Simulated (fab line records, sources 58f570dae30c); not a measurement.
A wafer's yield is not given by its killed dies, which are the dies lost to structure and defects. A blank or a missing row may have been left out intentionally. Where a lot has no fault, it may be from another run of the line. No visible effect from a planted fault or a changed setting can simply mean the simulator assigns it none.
fab line records	flow berkeley-cmos170
record lots=14	wafers=42	last-day=14
route steps=331 shown NLDD@167
lots untouched by any fault: they come from a run of this same line in which no faults occurred
start-h: hours from the record's first day to the start of the lot's first wafer shown	wait-h: hours since the lot's step before	" the same as in the row above	L1.1+2: several wafers, shown together as one row	- no value present, or no start provided	* or withheld: withheld	< > ~ a bound
route shown NAME@n: names a module that has steps shown in the file, with the first one's number in the route	usual: mean/standard deviation taken from wafers without a fault	same: alike in all rows	chamber/n: place in a boat	sites: each site's reading	_std_site: the values' standard deviation	_edge_site: inner sites' mean taken away from outer sites' mean	radius-mm: how far each site lies from the wafer's centre	mask NAME#n: copy n	behind: the last tool/chamber to shape the wafer	hold: what put the lot on hold/how long, in hours/how the hold closed	device: which transistor (n, p or np) failed to switch	end of line: the tests these same wafers got at the end of their route	a step without rows: its recipe alone	killed: count of dies lost to structure and defects at first sort (not the wafer's yield)	map: dies across one wafer; x = killed, . = not, _ = none there
set.NAME: the setting the step ran with; set.NAME@STEP: the setting that earlier step ran with	model.NAME: the simulator's own value behind a step, which no gauge read
steps of the route over a sample of lots; a table a step, a row a wafer
services: a tool's chamber out of use, with start hour (start-h, from the record's first day; less than 0 if before it), hours out, and reason
## steps
# step UCB170_NLDD_IMPLANT_09
# recipe species=As	dose-cm2=5e+13	energy-kev=30.29	tilt-deg=7	rotation-deg=180
# usual end-station-pressure-torr=5.16e-06/2.7e-07	faraday-current-uA=159/3
lot.wafer	tool	chamber	start-h	wait-h	end-station-pressure-torr	faraday-current-uA
L303.3	implanter-03	0	146.04	0.1	5.27e-06	157
L303.4	"	0	"	"	5.59e-06	161
L303.5	"	0	"	"	5e-06	158
L302.1	implanter-04	0	146.21	0.1	5.34e-06	159
L302.2	"	0	"	"	5.21e-06	155
L302.6	"	0	"	"	5.25e-06	155
L307.1	implanter-01	0	172.53	0.1	5.54e-06	153
L307.3	"	0	"	"	4.95e-06	160
L307.6	"	0	"	"	4.88e-06	155
L305.1	implanter-04	0	173.63	0.1	5.17e-06	158
L305.2	"	0	"	"	5.12e-06	158
L305.3	"	0	"	"	5.38e-06	160
L310.1	implanter-01	0	188.69	0.1	5.5e-06	157
L310.4	"	0	"	"	5.31e-06	161
L310.6	"	0	"	"	4.88e-06	157
L312.2	implanter-01	0	210.15	0.1	5.33e-06	156
L312.5	"	0	"	"	5.55e-06	158
L312.6	"	0	"	"	5.32e-06	157
L312.2	implanter-01	0	210.47	0.3	5.13e-06	156
L312.5	"	0	"	"	5.22e-06	155
L312.6	"	0	"	"	5.02e-06	155
L314.2	implanter-03	0	215.23	0.1	5.5e-06	162
L314.3	"	0	"	"	4.85e-06	162
L314.5	"	0	"	"	5.36e-06	157
L314.2	implanter-03	0	215.55	0.3	4.66e-06	153
L314.3	"	0	"	"	4.9e-06	157
L314.5	"	0	"	"	4.84e-06	156
L315.1	implanter-01	0	215.33	0.1	5e-06	160
L315.2	"	0	"	"	5.18e-06	159
L315.5	"	0	"	"	5.35e-06	158
L318.1	implanter-03	0	231.86	0.1	5.11e-06	162
L318.2	"	0	"	"	4.79e-06	156
L318.3	"	0	"	"	5.29e-06	162
L317.1	implanter-01	0	232.49	0.1	5.07e-06	161
L317.3	"	0	"	"	4.71e-06	162
L317.4	"	0	"	"	5.3e-06	160
L323.1	implanter-04	0	272.06	0.1	4.56e-06	162
L323.3	"	0	"	"	4.68e-06	162
L323.5	"	0	"	"	5.35e-06	158
L322.1	implanter-01	0	272.33	0.1	5.18e-06	160
L322.4	"	0	"	"	4.99e-06	162
L322.6	"	0	"	"	5.48e-06	155
L324.1	implanter-04	0	283.45	0.1	5.32e-06	158
L324.3	"	0	"	"	4.99e-06	160
L324.4	"	0	"	"	5.22e-06	159
L325.2	implanter-01	0	283.75	0.1	5.7e-06	156
L325.4	"	0	"	"	5.68e-06	156
L325.6	"	0	"	"	5.19e-06	159
# step UCB170_NLDD_TW_MEAS_11
# usual NLDD_TW=2218/21
lot.wafer	tool	chamber	start-h	wait-h	NLDD_TW
L303.3	film-metro-02	-	146.26	0.1	2215
L303.4	"	-	"	"	2220
L303.5	"	-	"	"	2220
L302.1	film-metro-03	-	146.46	0.1	2230
L302.2	"	-	"	"	2229
L302.6	"	-	"	"	2226
L307.1	film-metro-02	-	172.78	0.1	2225
L307.3	"	-	"	"	2216
L307.6	"	-	"	"	2220
L305.1	film-metro-04	-	173.88	0.1	2190
L305.2	"	-	"	"	2179
L305.3	"	-	"	"	2200
L310.1	film-metro-02	-	188.94	0.1	2224
L310.4	"	-	"	"	2216
L310.6	"	-	"	"	2229
L312.2	film-metro-02	-	210.76	0.1	2462
L312.5	"	-	"	"	2469
L312.6	"	-	"	"	2463
L315.1	film-metro-03	-	215.58	0.1	2244
L315.2	"	-	"	"	2251
L315.5	"	-	"	"	2249
L314.2	film-metro-02	-	215.80	0.1	2468
L314.3	"	-	"	"	2464
L314.5	"	-	"	"	2468
L318.1	film-metro-04	-	232.11	0.1	2188
L318.2	"	-	"	"	2180
L318.3	"	-	"	"	2190
L317.1	film-metro-02	-	232.74	0.1	2233
L317.3	"	-	"	"	2230
L317.4	"	-	"	"	2217
L323.1	film-metro-03	-	272.31	0.1	2240
L323.3	"	-	"	"	2223
L323.5	"	-	"	"	2235
L322.1	film-metro-02	-	272.58	0.1	2218
L322.4	"	-	"	"	2221
L322.6	"	-	"	"	2228
L324.1	film-metro-03	-	283.70	0.1	2238
L324.3	"	-	"	"	2238
L324.4	"	-	"	"	2230
L325.2	film-metro-02	-	283.98	0.1	2217
L325.4	"	-	"	"	2227
L325.6	"	-	"	"	2218
# step UCB170_SDANNEAL_RS_MEAS_05
# recipe thk-meas-gauge=four-point-probe
# usual NLDD_RS=616.3/1.6
lot.wafer	tool	chamber	start-h	wait-h	NLDD_RS[ohm/sq]
L302.1	film-metro-03	-	162.15	0.1	615.2
L302.2	"	-	"	"	616.6
L302.6	"	-	"	"	616.6
L303.3	film-metro-02	-	164.22	0.1	615.7
L303.4	"	-	"	"	615.1
L303.5	"	-	"	"	614.9
L307.1	film-metro-04	-	185.70	0.1	617.2
L307.3	"	-	"	"	617.4
L307.6	"	-	"	"	617.9
L305.1	film-metro-02	-	185.91	0.1	617.1
L305.2	"	-	"	"	615.8
L305.3	"	-	"	"	616.5
L310.1	film-metro-02	-	202.11	0.1	614.9
L310.4	"	-	"	"	616.4
L310.6	"	-	"	"	616.0
L312.2	film-metro-04	-	221.00	0.1	466.2
L312.5	"	-	"	"	465.4
L312.6	"	-	"	"	465.7
L314.2	film-metro-02	-	228.12	0.1	464.9
L314.3	"	-	"	"	465.1
L314.5	"	-	"	"	463.6
L315.1	film-metro-03	-	228.53	0.1	614.3
L315.2	"	-	"	"	613.8
L315.5	"	-	"	"	614.4
L318.1	film-metro-04	-	246.51	0.1	620.7
L318.2	"	-	"	"	620.8
L318.3	"	-	"	"	619.5
L317.1	film-metro-04	-	247.24	0.1	618.3
L317.3	"	-	"	"	618.5
L317.4	"	-	"	"	616.9
L322.1	film-metro-03	-	290.92	0.1	616.0
L322.4	"	-	"	"	614.9
L322.6	"	-	"	"	616.4
L323.1	film-metro-04	-	290.92	0.1	617.8
L323.3	"	-	"	"	617.7
L323.5	"	-	"	"	617.9
L325.2	film-metro-03	-	298.64	0.1	614.7
L325.4	"	-	"	"	613.9
L325.6	"	-	"	"	613.5
L324.1	film-metro-02	-	299.10	0.1	617.2
L324.3	"	-	"	"	615.0
L324.4	"	-	"	"	617.9
## services
tool	chamber	start-h	hours	kind
implanter-03	-	154.68	4.1	pm
implanter-03	-	159.17	1.0	repair
implanter-03	-	170.26	5.5	repair
implanter-01	-	175.78	3.6	pm
implanter-04	-	188.03	2.4	repair
implanter-03	-	196.04	14.0	pm
implanter-01	-	201.03	4.1	repair
implanter-04	-	227.20	5.6	pm
implanter-03	-	259.16	0.6	repair
## key
first-sign step=UCB170_NLDD_IMPLANT_09	reading=visit	direction=added
effect step=UCB170_NLDD_TW_MEAS_11	reading=NLDD_TW	direction=up	sigmas=12	usual=2218	struck=2466
effect step=UCB170_SDANNEAL_RS_MEAS_05	reading=NLDD_RS	direction=down	sigmas=96	usual=616.3	struck=465.1
met-at UCB170_NLDD_IMPLANT_09
struck-lots L312,L314
tester-left-out L312,L314
fault kind=repeated-step-whole	tool=implanter-01,implanter-03,implanter-04	chamber=-	onset-h=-	steps=UCB170_NLDD_IMPLANT_09	times=1	scope=struck-lots-only
# tester-left-out: of these lots the tester's yield and bins aren't shown, on N5 and GAA mostly nor the transistor test; their killed dies are dies lost to structure and defects alone, not to doping, threshold or leakage, so they don't give the yield
